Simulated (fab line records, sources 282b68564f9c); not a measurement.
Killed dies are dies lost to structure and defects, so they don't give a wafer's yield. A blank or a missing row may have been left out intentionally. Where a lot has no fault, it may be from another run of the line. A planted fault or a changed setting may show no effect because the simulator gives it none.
Struck lot and sound lot, side by side -- flow ritCmos -- 27 out of 202 route steps
Sound: the wafers L916.3, L916.4, L916.5. Struck: wafer L918.4 (L918.2, L918.5, from the same lot, were not struck and are left out); the cause is given at the end.
At each step with rows: each side's tool, then ch and its chambers, then its first start. Under that, the readings that differ: sound wafers -- struck wafers -- difference of the means -- sigmas: that difference in standard deviations of wafers without a fault.
alike: words and numbers the same on both sides, and readings whose means are apart by under 2 such deviations; not compared: readings that were withheld, readings missing a value for some wafer, numbers with overlapping values and no deviation given by the record, and bounds like >300 which may hide the same value.
The two part at a step that has a row with sigmas, a row that says differs or no value, or rows on one side only. Numbers that have no deviation but don't overlap get no sigmas and don't part them. Lack of a reading on every wafer of one side parts them only where that side has two or more wafers.

first, 4 steps without rows for these wafers: RIT_CONTACT_SOFTBAKE_04 (time 60 s); RIT_CONTACT_EXPOSE_05 (exposes mask M11, target cd 1000 nm); RIT_CONTACT_PEB_06; RIT_CONTACT_DEVELOP_07 (develop time 120 s).
RIT_CONTACT_CD_MEAS_08: target cd 1000 nm.
  sound on cdSem-02 at day 4 08:13; struck on cdSem-02 at day 4 21:00
  alike: cdNm
RIT_CONTACT_OVL_MEAS_09:
  sound on overlay-01 at day 4 08:19; struck on overlay-01 at day 4 21:07
  alike: CONTACT_OVL
then, 1 step without rows for these wafers: RIT_CONTACT_HARDBAKE_10 (time 60 s).
RIT_CONTACT_ETCH_11: etches SiO2 in CHF3/CF4/Ar, stops on TiSi2, target depth 480 nm, time 320 s.
  sound on rieDiel-03 ch 0,2, day 4 08:29; struck on rieDiel-02 ch 2, day 4 21:17
  alike: O2_flow_sccm, drypumpMotorCurrentA, oesProductAu, throttleValvePct
  not compared: rfHoursCounterH
RIT_CONTACT_STRIP_12: strips in O2, time 180 s.
  sound on plasmaAsher-03 ch 0,1, day 4 08:44; struck on plasmaAsher-03 ch 1, day 4 21:29
  alike: drypumpMotorCurrentA
  not compared: rfHoursCounterH
RIT_CONTACT_CD_MEAS_90: target cd 1000 nm.
  sound on cdSem-02 at day 4 08:54; struck on cdSem-01 at day 4 21:41
  alike: cdNm
then, 2 steps without rows for these wafers: RIT_CONTACT_CLEAN_13 (cleans in SC1, time 600 s); RIT_CONTACT_CLEAN_14 (cleans in SC2, time 600 s).
RIT_M1_SPUTTER_00: material Al, target thk 400 nm, time 500 s.
  sound on pvdSputter-02 at day 4 09:20; struck on pvdSputter-02 at day 4 22:08
reading,sound,struck,difference,sigmas
chamberPressurePa (Pa),0.4009 0.3997 0.4004,0.3983,-0.0020,-2
model.Al_of_M1_SPUTTER_00.thkNm (nm),407 401.5 403.8,366.2,-37.9,
  alike: throttleValvePct
RIT_M1_RS_MEAS_01: measures by four-point-probe.
  sound on filmMetro-04 at day 4 09:41; struck on filmMetro-02 at day 4 22:26
reading,sound,struck,difference,sigmas
M1_AL_RS (ohm/sq),0.0721 0.0732 0.0729,0.0802,+0.0075,+9
RIT_M1_THK_MEAS_02: measures by xrf.
  sound on filmMetro-04 at day 4 09:47; struck on filmMetro-02 at day 4 22:33
reading,sound,struck,difference,sigmas
M1_AL_THK (nm),406 399 401,365,-37,-8
then, 6 steps without rows for these wafers: RIT_M1_HMDS_03 (prime time 60 s); RIT_M1_COAT_04 (resist thk 1300 nm); RIT_M1_SOFTBAKE_05 (time 60 s); RIT_M1_EXPOSE_06 (exposes mask M12, target cd 2600 nm); RIT_M1_PEB_07; RIT_M1_DEVELOP_08 (develop time 68 s).
RIT_M1_CD_MEAS_09: target cd 2600 nm.
  sound on cdSem-01 at day 4 10:57; struck on cdSem-01 at day 4 23:35
  alike: cdNm
RIT_M1_OVL_MEAS_10:
  sound on overlay-01 at day 4 11:02; struck on overlay-02 at day 4 23:41
  alike: M1_OVL
then, 1 step without rows for these wafers: RIT_M1_HARDBAKE_11 (time 120 s).
RIT_M1_METAL_ETCH_12: etches Al in Cl2/BCl3, stops on SiO2, time 165 s, target depth 600 nm.
  sound on rieMetal-01 ch 0,1, day 4 11:32; struck on rieMetal-03 ch 1, day 4 23:58
reading,sound,struck,difference,sigmas
oesProductAu (a.u.),0.795 0.788 0.776,0.736,-0.050,-6
  alike: drypumpMotorCurrentA, throttleValvePct
  not compared: rfHoursCounterH
then, 1 step without rows for these wafers: RIT_M1_STRIP_13 (strips in nmp, time 600 s).
RIT_M1_PROBE_99:
  sound on prober-01 at day 4 14:29; struck on prober-01 at day 5 02:49
reading,sound,struck,difference,sigmas
defectLimitedYield (%),99.2 98.5 98.1,95.5,-3.1,-3
killedAtFrontEnd,2 4 5,12,+8,+3
killedDies,2 4 5,12,+8,+3
killedShort,1 2 1,7,+6,+3
sort_bin_5_function (%),0.8 0.4 1.5,3.8,+2.9,+3
sortNPass,262 260 259,252,-8,-3
sortYieldPct (%),99.2 98.5 98.1,95.5,-3.1,-3
model.etest.m1.rsOhmSq,0.07125 0.0727 0.07189,0.07962,+0.00767,
  alike: killedAtContacts, killedOpen, sort_bin_3_pad_short, sort_bin_6_memory

## WHERE THEY PART
First at RIT_M1_SPUTTER_00; last, within this record, at RIT_M1_PROBE_99.

WHY: what had been put in by the simulator
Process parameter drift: pvdSputter-02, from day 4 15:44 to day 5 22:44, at RIT_M1_SPUTTER_00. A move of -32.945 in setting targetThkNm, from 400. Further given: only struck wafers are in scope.
